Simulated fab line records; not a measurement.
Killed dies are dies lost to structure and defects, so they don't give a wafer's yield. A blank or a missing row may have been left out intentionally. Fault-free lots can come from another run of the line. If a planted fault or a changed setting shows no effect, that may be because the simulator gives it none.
Which of the tools did it? + flow berkeley-cmos170 + 15 lots with 45 wafers sampled at 7 steps, on a route of 331 steps

## WHAT EACH GAUGE READ, for each wafer
UCB170_NVT_OVL_MEAS_06. Usual: NVT_OVL 3 nm, standard deviation 4.9.
| lot  | measured     | on         | NVT_OVL (nm) | flag |
|------|--------------|------------|--------------|------|
| L630 | day 5 10:32  | overlay-01 | -1 0 3       |      |
| L632 | day 5 10:46  | overlay-01 | -5 -5 -11    |      |
| L631 | day 5 10:49  | overlay-02 | -1 4 5       |      |
| L634 | day 5 20:30  | overlay-02 | 0 3 0        |      |
| L633 | day 5 20:44  | overlay-01 | 9 4 12       |      |
| L635 | day 6 09:10  | overlay-02 | 7 8 2        |      |
| L636 | day 6 17:05  | overlay-02 | 0 9 4        |      |
| L637 | day 7 03:19  | overlay-02 | -5 -5 0      |      |
| L640 | day 7 10:05  | overlay-01 | 0 -4 4       |      |
| L638 | day 7 10:07  | overlay-01 | 4 9 8        |      |
| L639 | day 7 10:42  | overlay-02 | 6 2 3        |      |
| L644 | day 8 13:44  | overlay-02 | -3 -8 4      |      |
| L648 | day 9 18:06  | overlay-01 | 7 4 -3       |      |
| L651 | day 10 03:16 | overlay-02 | 4 -5 0       |      |
| L653 | day 10 14:04 | overlay-01 | 7 6 13       |      |

UCB170_NLDD_TW_MEAS_11. Usual: NLDD_TW 2225, standard deviation 32.
| lot  | measured     | on            | NLDD_TW        | flag |
|------|--------------|---------------|----------------|------|
| L630 | day 6 06:10  | film-metro-04 | 2223 2231 2229 |      |
| L632 | day 6 06:11  | film-metro-02 | 2199 2185 2176 |      |
| L631 | day 6 06:45  | film-metro-02 | 2183 2173 2169 |      |
| L634 | day 6 16:32  | film-metro-02 | 2184 2175 2187 |      |
| L633 | day 6 15:37  | film-metro-01 | 2263 2274 2253 |      |
| L635 | day 7 05:04  | film-metro-02 | 2187 2192 2190 |      |
| L636 | day 7 11:59  | film-metro-04 | 2228 2232 2237 |      |
| L637 | day 8 00:47  | film-metro-02 | 2174 2181 2171 |      |
| L640 | day 8 11:20  | film-metro-01 | 2264 2258 2261 |      |
| L638 | day 8 11:26  | film-metro-02 | 2188 2177 2183 |      |
| L639 | day 8 10:25  | film-metro-01 | 2258 2254 2270 |      |
| L644 | day 9 08:02  | film-metro-04 | 2225 2236 2233 |      |
| L648 | day 10 13:48 | film-metro-04 | 2251 2244 2252 |      |
| L651 | day 10 21:34 | film-metro-04 | 2246 2247 2235 |      |
| L653 | day 11 12:26 | film-metro-01 | 2249 2259 2254 |      |

UCB170_PSD_OVL_MEAS_07. Usual: PSD_OVL 3 nm, standard deviation 4.9.
| lot  | measured     | on         | PSD_OVL (nm) | flag |
|------|--------------|------------|--------------|------|
| L630 | day 6 12:09  | overlay-01 | 3 1 5        |      |
| L632 | day 6 11:53  | overlay-02 | -3 1 2       |      |
| L631 | day 6 12:13  | overlay-01 | 7 9 9        |      |
| L634 | day 6 22:10  | overlay-02 | -2 -3 5      |      |
| L633 | day 6 22:09  | overlay-01 | 3 11 10      |      |
| L635 | day 7 12:12  | overlay-02 | 9 -3 11      |      |
| L636 | day 7 18:11  | overlay-01 | -3 4 -1      |      |
| L637 | day 8 06:02  | overlay-01 | -5 -4 2      |      |
| L640 | day 8 15:44  | overlay-01 | 4 -4 5       |      |
| L638 | day 8 16:00  | overlay-01 | 0 8 3        |      |
| L639 | day 8 15:43  | overlay-02 | -3 0 -4      |      |
| L644 | day 9 14:55  | overlay-01 | 1 2 2        |      |
| L648 | day 10 19:57 | overlay-01 | 10 4 8       |      |
| L651 | day 11 02:46 | overlay-01 | 1 2 0        |      |
| L653 | day 11 19:28 | overlay-01 | -2 6 4       |      |

UCB170_PSD_TW_MEAS_10. Usual: PSD_TW 2332, standard deviation 34.
| lot  | measured     | on            | PSD_TW         | flag |
|------|--------------|---------------|----------------|------|
| L630 | day 6 12:26  | film-metro-01 | 2387 2376 2383 |      |
| L632 | day 6 12:11  | film-metro-04 | 2351 2352 2349 |      |
| L631 | day 6 12:32  | film-metro-02 | 2287 2288 2287 |      |
| L634 | day 6 22:28  | film-metro-02 | 2280 2285 2292 |      |
| L633 | day 6 22:26  | film-metro-04 | 2342 2348 2345 |      |
| L635 | day 7 12:29  | film-metro-01 | 2363 2372 2374 |      |
| L636 | day 7 18:28  | film-metro-04 | 2349 2344 2350 |      |
| L637 | day 8 06:19  | film-metro-02 | 2283 2291 2291 |      |
| L640 | day 8 16:02  | film-metro-04 | 2357 2367 2370 |      |
| L638 | day 8 16:17  | film-metro-02 | 2289 2292 2297 |      |
| L639 | day 8 16:00  | film-metro-01 | 2365 2361 2360 |      |
| L644 | day 9 15:12  | film-metro-02 | 2120 2118 2120 | OFF  |
| L648 | day 10 20:14 | film-metro-04 | 2182 2191 2177 | OFF  |
| L651 | day 11 03:03 | film-metro-04 | 2176 2174 2179 | OFF  |
| L653 | day 11 19:46 | film-metro-04 | 2332 2337 2330 |      |

UCB170_SDANNEAL_RS_MEAS_02: uses a four-point probe to measure. Usual: PSD_RS 75.50 ohm/sq, standard deviation 0.3.
| lot  | measured     | on            | PSD_RS (ohm/sq)   | flag |
|------|--------------|---------------|-------------------|------|
| L630 | day 6 17:55  | film-metro-02 | 75.42 75.70 75.27 |      |
| L632 | day 6 17:26  | film-metro-01 | 75.49 75.51 75.55 |      |
| L631 | day 6 17:37  | film-metro-04 | 75.24 75.26 75.32 |      |
| L634 | day 7 02:05  | film-metro-02 | 75.42 75.09 75.45 |      |
| L633 | day 7 01:53  | film-metro-04 | 75.46 75.40 75.39 |      |
| L635 | day 7 15:31  | film-metro-01 | 75.90 76.02 76.10 |      |
| L636 | day 7 21:11  | film-metro-02 | 75.38 75.86 75.72 |      |
| L637 | day 8 09:58  | film-metro-04 | 75.41 75.38 75.28 |      |
| L640 | day 8 19:32  | film-metro-04 | 74.92 74.97 75.09 |      |
| L638 | day 8 19:41  | film-metro-02 | 75.83 75.81 75.84 |      |
| L639 | day 8 19:31  | film-metro-01 | 75.53 75.87 75.27 |      |
| L644 | day 9 18:05  | film-metro-01 | 89.33 89.67 89.35 | OFF  |
| L648 | day 10 23:16 | film-metro-02 | 89.97 90.29 90.11 | OFF  |
| L651 | day 11 06:31 | film-metro-02 | 89.13 89.29 89.31 | OFF  |
| L653 | day 11 23:22 | film-metro-04 | 75.70 76.18 75.85 |      |

## EACH LOT AND THE TOOL THAT RAN IT (in order: tool; ch and the chambers of the sampled wafers; start)
| lot  | UCB170_PSD_IMPLANT_08           | UCB170_PSD_STRIP_09                  |
|------|---------------------------------|--------------------------------------|
| L630 | implanter-03 ch 0, day 6 12:11  | plasma-asher-02 ch 0,1, day 6 12:20  |
| L632 | implanter-04 ch 0, day 6 11:59  | plasma-asher-03 ch 0,1, day 6 12:05  |
| L631 | implanter-01 ch 0, day 6 12:16  | plasma-asher-02 ch 0,1, day 6 12:26  |
| L634 | implanter-04 ch 0, day 6 22:15  | plasma-asher-02 ch 0,1, day 6 22:22  |
| L633 | implanter-01 ch 0, day 6 22:12  | plasma-asher-03 ch 0,1, day 6 22:20  |
| L635 | implanter-03 ch 0, day 7 12:16  | plasma-asher-01 ch 0,1, day 7 12:24  |
| L636 | implanter-01 ch 0, day 7 18:14  | plasma-asher-03 ch 0,1, day 7 18:22  |
| L637 | implanter-04 ch 0, day 8 06:04  | plasma-asher-01 ch 0,1, day 8 06:13  |
| L640 | implanter-01 ch 0, day 8 15:49  | plasma-asher-01 ch 0,1, day 8 15:56  |
| L638 | implanter-03 ch 0, day 8 16:02  | plasma-asher-03 ch 0,1, day 8 16:11  |
| L639 | implanter-03 ch 0, day 8 15:46  | plasma-asher-03 ch 0, day 8 15:53    |
| L644 | implanter-03 ch 0, day 9 14:59  | plasma-asher-01 ch 0,1, day 9 15:07  |
| L648 | implanter-03 ch 0, day 10 20:01 | plasma-asher-01 ch 1, day 10 20:08   |
| L651 | implanter-03 ch 0, day 11 02:49 | plasma-asher-03 ch 0,1, day 11 02:56 |
| L653 | implanter-01 ch 0, day 11 19:31 | plasma-asher-01 ch 0,1, day 11 19:40 |
- UCB170_PSD_IMPLANT_08
- UCB170_PSD_STRIP_09: strips in O2.

## WHAT THE TOOLS THEMSELVES READ (means of the sampled wafers that have a number; where no wafer has one, the mark that the record gives instead)
UCB170_PSD_IMPLANT_08. Usual: beam-on-s 9.99 s, standard deviation 0.18; end-station-pressure-torr 1.26e-05 Torr, standard deviation 6.2e-07; faraday-current-uA 9261, standard deviation 170.
| lot  | tool         | beam-on-s (s) | end-station-pressure-torr (Torr) | faraday-current-uA | flag |
|------|--------------|---------------|----------------------------------|--------------------|------|
| L630 | implanter-03 | 10.13         | 1.23e-05                         | 9130               |      |
| L632 | implanter-04 | 9.96          | 1.30e-05                         | 9292               |      |
| L631 | implanter-01 | 10.00         | 1.27e-05                         | 9281               |      |
| L634 | implanter-04 | 10.05         | 1.26e-05                         | 9225               |      |
| L633 | implanter-01 | 10.13         | 1.31e-05                         | 9137               |      |
| L635 | implanter-03 | 10.11         | 1.31e-05                         | 9177               |      |
| L636 | implanter-01 | 10.03         | 1.26e-05                         | 9203               |      |
| L637 | implanter-04 | 10.01         | 1.33e-05                         | 9268               |      |
| L640 | implanter-01 | 9.91          | 1.24e-05                         | 9298               |      |
| L638 | implanter-03 | 10.15         | 1.25e-05                         | 9120               |      |
| L639 | implanter-03 | 10.02         | 1.24e-05                         | 9245               |      |
| L644 | implanter-03 | 7.74          | 1.34e-05                         | 11959              | OFF  |
| L648 | implanter-03 | 7.70          | 1.28e-05                         | 12020              | OFF  |
| L651 | implanter-03 | 7.69          | 1.30e-05                         | 12029              | OFF  |
| L653 | implanter-01 | 10.04         | 1.26e-05                         | 9190               |      |

UCB170_PSD_STRIP_09. Usual: drypump-motor-current-A 5.7 A, standard deviation 0.59; oes-product-au 0.600 a.u., standard deviation 0.0046; strip-time-to-endpoint-s 29.43 s, standard deviation 0.076.
| lot  | tool            | drypump-motor-current-A (A) | oes-product-au (a.u.) | strip-time-to-endpoint-s (s) | flag |
|------|-----------------|-----------------------------|-----------------------|------------------------------|------|
| L630 | plasma-asher-02 | 6.3                         | 0.602                 | 29.44                        |      |
| L632 | plasma-asher-03 | 5.5                         | 0.602                 | 29.42                        |      |
| L631 | plasma-asher-02 | 6.3                         | 0.605                 | 29.59                        |      |
| L634 | plasma-asher-02 | 6.3                         | 0.601                 | 29.26                        |      |
| L633 | plasma-asher-03 | 6.0                         | 0.598                 | 29.46                        |      |
| L635 | plasma-asher-01 | 5.2                         | 0.605                 | 29.43                        |      |
| L636 | plasma-asher-03 | 5.5                         | 0.601                 | 29.40                        |      |
| L637 | plasma-asher-01 | 5.4                         | 0.597                 | 29.38                        |      |
| L640 | plasma-asher-01 | 5.2                         | 0.601                 | 29.50                        |      |
| L638 | plasma-asher-03 | 5.6                         | 0.602                 | 29.36                        |      |
| L639 | plasma-asher-03 | 6.5                         | 0.598                 | 29.46                        |      |
| L644 | plasma-asher-01 | 5.2                         | 0.640                 | 26.87                        | OFF  |
| L648 | plasma-asher-01 | 5.5                         | 0.634                 | 26.78                        | OFF  |
| L651 | plasma-asher-03 | 6.0                         | 0.637                 | 26.98                        | OFF  |
| L653 | plasma-asher-01 | 5.4                         | 0.602                 | 29.47                        |      |

## THE ANSWER, worked out from the rows above alone
Rule: take the mean of a lot's wafers that have a number; if it is more than 3 standard deviations from the usual mean, the lot is off. A lot without any number at a reading at which 4 lots or more have one is off too. Where the step has rows for the other lots, those lots are counted as sound. After the gauges, taken in route order, come the tools' own readings; for these a lot's mean is taken, as printed above. At the first step where some lot is off, the reading lying furthest off is the one used; lots without a number count as furthest.
Off: at UCB170_PSD_TW_MEAS_10 (PSD_TW), L644, L648, L651.
A tool fits if, at a process step before that reading, it ran every lot that is off, and no sound lot after the first of them. The gauges at UCB170_PSD_TW_MEAS_10 aren't tried: what is off there is off at UCB170_PSD_IMPLANT_08 too, on other tools, and a gauge's error can't cause that. One candidate fits, namely implanter-03 at UCB170_PSD_IMPLANT_08. A fault onset in the window from L638 (day 8 16:02, its last sound lot) to L644 (day 9 14:59, its first lot off) fits.
The tool's own readings at UCB170_PSD_IMPLANT_08 bear it out: on the lots that are off they differ by more than 5 times the standard deviation of the sound lots' means. beam-on-s reads 7.71 s there against 10.04 s on the sound lots; faraday-current-uA reads 12003 there against 9214 on the sound lots.

## WHAT THE SIMULATOR HAD INSERTED
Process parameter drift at UCB170_PSD_IMPLANT_08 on implanter-03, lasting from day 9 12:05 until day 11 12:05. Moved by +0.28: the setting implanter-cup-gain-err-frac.
Struck lots among those shown: L644, L648, L651. The rule given above showed the same thing.
